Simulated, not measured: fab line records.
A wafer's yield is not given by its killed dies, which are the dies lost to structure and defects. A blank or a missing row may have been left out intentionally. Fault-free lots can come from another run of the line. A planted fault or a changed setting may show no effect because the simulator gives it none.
A struck lot beside a sound one :: flow berkeleyCmos170 :: 15 out of 331 route steps
Sound: these wafers, L389.2, L389.3, L389.6. Wafers L405.4, L405.5, L405.6 were the ones struck. The cause comes at the end.
Per side, at each step with rows, come the tool, then ch with its chambers, and then its first start. Under that, the readings that differ: sound wafers :: struck wafers :: difference of the means :: sigmas: that difference in standard deviations of wafers without a fault.
alike: same words and numbers on both sides, and readings whose means sit less than 2 such deviations apart. not compared: any withheld reading, any reading some wafer has no value for, any bound like >300 that may hide the same value, and any number with overlapping values for which the record gives no deviation.
Wherever a step has rows on one side only, a row that says differs or no value, or a row with sigmas, the two part there. Numbers that have no deviation but don't overlap get no sigmas and don't part them. A reading missing from all wafers of one side parts the sides only when that side holds two or more wafers.

first, 5 steps without rows for these wafers: UCB170_M1_COAT_04 (resist thk 900 nm); UCB170_M1_SOFTBAKE_05 (time 60 s); UCB170_M1_EXPOSE_06 (exposes mask METAL1, target cd 700 nm); UCB170_M1_PEB_07; UCB170_M1_DEVELOP_08 (develop time 45 s).
UCB170_M1_CD_MEAS_09: target cd 700 nm.
  sound on cdSem-02, day 8 02:54; struck on cdSem-01, day 11 12:46
  alike: cdNm
UCB170_M1_OVL_MEAS_10:
  sound on overlay-02, day 8 03:01; struck on overlay-01, day 11 12:51
  alike: M1_OVL
UCB170_M1_ETCH_11: etches BARC in N2/H2.
  sound on rieDiel-01 ch 0,2,3, day 8 03:02; struck on rieDiel-04 ch 0,1,2, day 11 12:52
  alike: drypumpMotorCurrentA, oesProductAu, throttleValvePct
UCB170_M1_METAL_ETCH_12: etches Al in Cl2/BCl3, stops on PSG, target depth 780 nm, time 130 s.
  sound on rieMetal-02 ch 0,1, day 8 03:05; struck on rieMetal-01 ch 0,1, day 11 12:57
  alike: drypumpMotorCurrentA, oesProductAu, throttleValvePct
  not compared: rfHoursCounterH
UCB170_M1_STRIP_13: strips in O2.
  sound on plasmaAsher-04 ch 0,1, day 8 03:13; struck on plasmaAsher-01 ch 0,1, day 11 13:04
  alike: drypumpMotorCurrentA, oesProductAu
  not compared: rfHoursCounterH
UCB170_M1_CD_MEAS_90: target cd 700 nm.
  sound on cdSem-01, day 8 03:20; struck on cdSem-01, day 11 13:12
  alike: cdNm
then, 1 step without rows for these wafers: UCB170_M1_ANNEAL_14 (time 1200 s).
UCB170_V1_CVD_00: deposits SiO2 from TEOS/O2, target thk 2000 nm, time 250 s.
  sound on pecvd-01 ch 0,1, day 8 04:46; struck on pecvd-01 ch 0,1,2, day 11 15:09
reading: runLengthS (s)
sound: 277.7 278.4 277.6
struck: 387.0 386.3 386.4
difference: +108.7
sigmas: +99 or more

reading: model.SiO2_of_V1_CVD_00.thkNm (nm)
sound: 2002 1996 2051
struck: 2883 2863 2918
difference: +872
sigmas: 
  alike: heaterPowerW
UCB170_V1_THK_MEAS_01:
  sound on filmMetro-03, day 8 04:56; struck on filmMetro-02, day 11 15:16
reading: V1_TEOS_THK (nm)
sound: 2003 1996 2051
struck: 2884 2863 2918
difference: +872
sigmas: +32
UCB170_V1_CMP_02: polishes SiO2.
  sound on cmp-01 ch 0,2,3, day 8 05:05; struck on cmp-01 ch 1,2, day 11 15:17
  alike: motorCurrentA, platenRpm, slurryFlowMlMin

== WHERE THEY PART ==
At UCB170_V1_CVD_00 first; at UCB170_V1_THK_MEAS_01 last (within this record only). Later steps at which nothing parts them and some readings are alike: UCB170_V1_CMP_02.

WHY: what had been put in by the simulator
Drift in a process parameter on pecvd-01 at UCB170_V1_CVD_00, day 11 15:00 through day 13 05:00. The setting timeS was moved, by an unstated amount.
